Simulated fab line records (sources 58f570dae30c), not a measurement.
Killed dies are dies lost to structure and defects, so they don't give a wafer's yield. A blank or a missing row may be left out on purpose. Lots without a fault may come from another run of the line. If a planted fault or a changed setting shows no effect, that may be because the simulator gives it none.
What tool caused it?	flow berkeley cmos170	6 lots with 18 wafers sampled at 2 steps, on a route of 331 steps

== WHAT THE GAUGES READ, wafer by wafer ==
UCB170_M3_RS_MEAS_02: measures by four-point-probe.
lot	measured	on	M3_AL_RS (ohm/sq)
L568	day 8 01:05	film metro-01	0.0324 0.0323 0.0327
L571	day 8 20:55	film metro-01	0.0325 0.0323 0.0324
L573	day 8 21:43	film metro-01	0.0320 0.0321 0.0322
L575	day 9 19:13	film metro-04	0.0322 0.0321 0.0320
L579	day 10 02:22	film metro-01	0.0314 0.0318 0.0316
L588	day 12 01:17	film metro-01	0.0329 0.0728 0.0324

== WHAT TOOL EACH LOT RAN ON (gives the tool, then ch and the chambers of the sampled wafers, and finally the start) ==
lot	UCB170_M3_SPUTTER_01
L568	pvd sputter-01, day 8 00:59
L571	pvd sputter-03, day 8 20:49
L573	pvd sputter-03, day 8 21:37
L575	pvd sputter-03, day 9 19:07
L579	pvd sputter-02, day 10 02:16
L588	pvd sputter-02, day 12 01:13
- UCB170_M3_SPUTTER_01: material Al, target thk 900 nm, time 120 s.

== THE ANSWER, worked out from the rows above alone ==
Rule: the usual values come from the lots themselves. Put in order of their means at a reading, lots are off if they are a third of the lots or fewer, leave a main group of 4 or more, and stand apart from it by a gap of 3 or more times the standard deviation of the main group's means; of several such gaps the widest counts. Not used: any main group whose means are identical at the precision the tables above print for the reading. Also off: a lot with no number at a reading for which 4 or more lots have one. All remaining lots with rows at the step are treated as sound.
Off: L588, at UCB170_M3_RS_MEAS_02 (M3_AL_RS). The main group: mean 0.0321 ohm/sq, standard deviation 0.00031.
If a tool, at a process step before that reading, ran all the lots that are off and no sound lot after the first of them, it fits. Those tools and the gauges at UCB170_M3_RS_MEAS_02 are tried in the same way. Undecided on this evidence; 2 tools fit (pvd sputter-02 at UCB170_M3_SPUTTER_01, film metro-01 at UCB170_M3_RS_MEAS_02).

== WHAT WAS PUT IN BY THE SIMULATOR ==
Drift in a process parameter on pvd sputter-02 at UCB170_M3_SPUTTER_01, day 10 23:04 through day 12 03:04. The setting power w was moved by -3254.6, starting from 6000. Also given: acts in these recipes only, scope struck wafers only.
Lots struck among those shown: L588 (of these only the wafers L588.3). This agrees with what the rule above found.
